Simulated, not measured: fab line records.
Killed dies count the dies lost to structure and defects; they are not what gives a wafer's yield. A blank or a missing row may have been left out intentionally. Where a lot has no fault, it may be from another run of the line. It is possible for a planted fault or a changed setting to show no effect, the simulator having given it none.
Chamber matching | flow rit-cmos | rie-si-02 running RIT_GATE_ETCH_19: 4 sister chambers
The step etches poly-Si in SF6/CHF3/O2, stops on SiO2, time 165 s, target depth 312.5 nm. 8 wafers are shown with their chamber, then 9 later ones without.

## EACH WAFER AND ITS CHAMBER
wafer  | chamber | drypump-motor-current-A (A) | throttle-valve-pct (%)
L618.3 | 3       | 6.7                         | 10.46
L618.6 | 3       | 6.7                         | 10.46
L620.1 | 2       | 6.3                         | 10.12
L620.3 | 0       | 5.6                         | 10.27
L620.4 | 1       | 5.7                         | 10.25
L628.1 | 2       | 6.3                         | 10.10
L628.3 | 0       | 5.7                         | 10.27
L628.6 | 1       | 5.7                         | 10.25

## WAFERS WHOSE CHAMBER IS MISSING
wafer  | drypump-motor-current-A (A) | throttle-valve-pct (%)
L630.2 | 5.7                         | 10.26
L630.4 | 6.3                         | 10.10
L630.5 | 5.7                         | 10.27
L632.1 | 5.7                         | 10.25
L632.2 | 6.3                         | 10.10
L632.3 | 6.7                         | 10.46
L634.1 | 6.7                         | 10.44
L634.2 | 5.7                         | 10.26
L634.5 | 6.3                         | 10.12

## WHICH CHAMBER EACH WENT THROUGH
wafer  | from the rows above     | in truth
L630.2 | can't be placed: 1 or 0 | 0
L630.4 | 2                       | 2
L630.5 | can't be placed: 0 or 1 | 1
L632.1 | 1                       | 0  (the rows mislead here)
L632.2 | 2                       | 2
L632.3 | 3                       | 3
L634.1 | 3                       | 3
L634.2 | can't be placed: 1 or 0 | 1
L634.5 | 2                       | 2
Correctly placed: 5 of 9. From these rows, 3 cannot be placed; in 3 the true chamber is one of the candidates. Number placed wrongly: 1.
How it was worked out, from the rows above alone: a wafer's distance from a chamber is the root of the sum, over the readings, of the square of ((its reading less the chamber's mean) divided by the reading's scatter). The wafer belongs to the nearest chamber; if the next one is less than 2 further off, it can't be placed. A chamber's mean is the mean of its shown wafers. The scatter: the root of (the sum of the squares of (reading less its chamber's mean) over the shown wafers, divided by (wafers less chambers)).
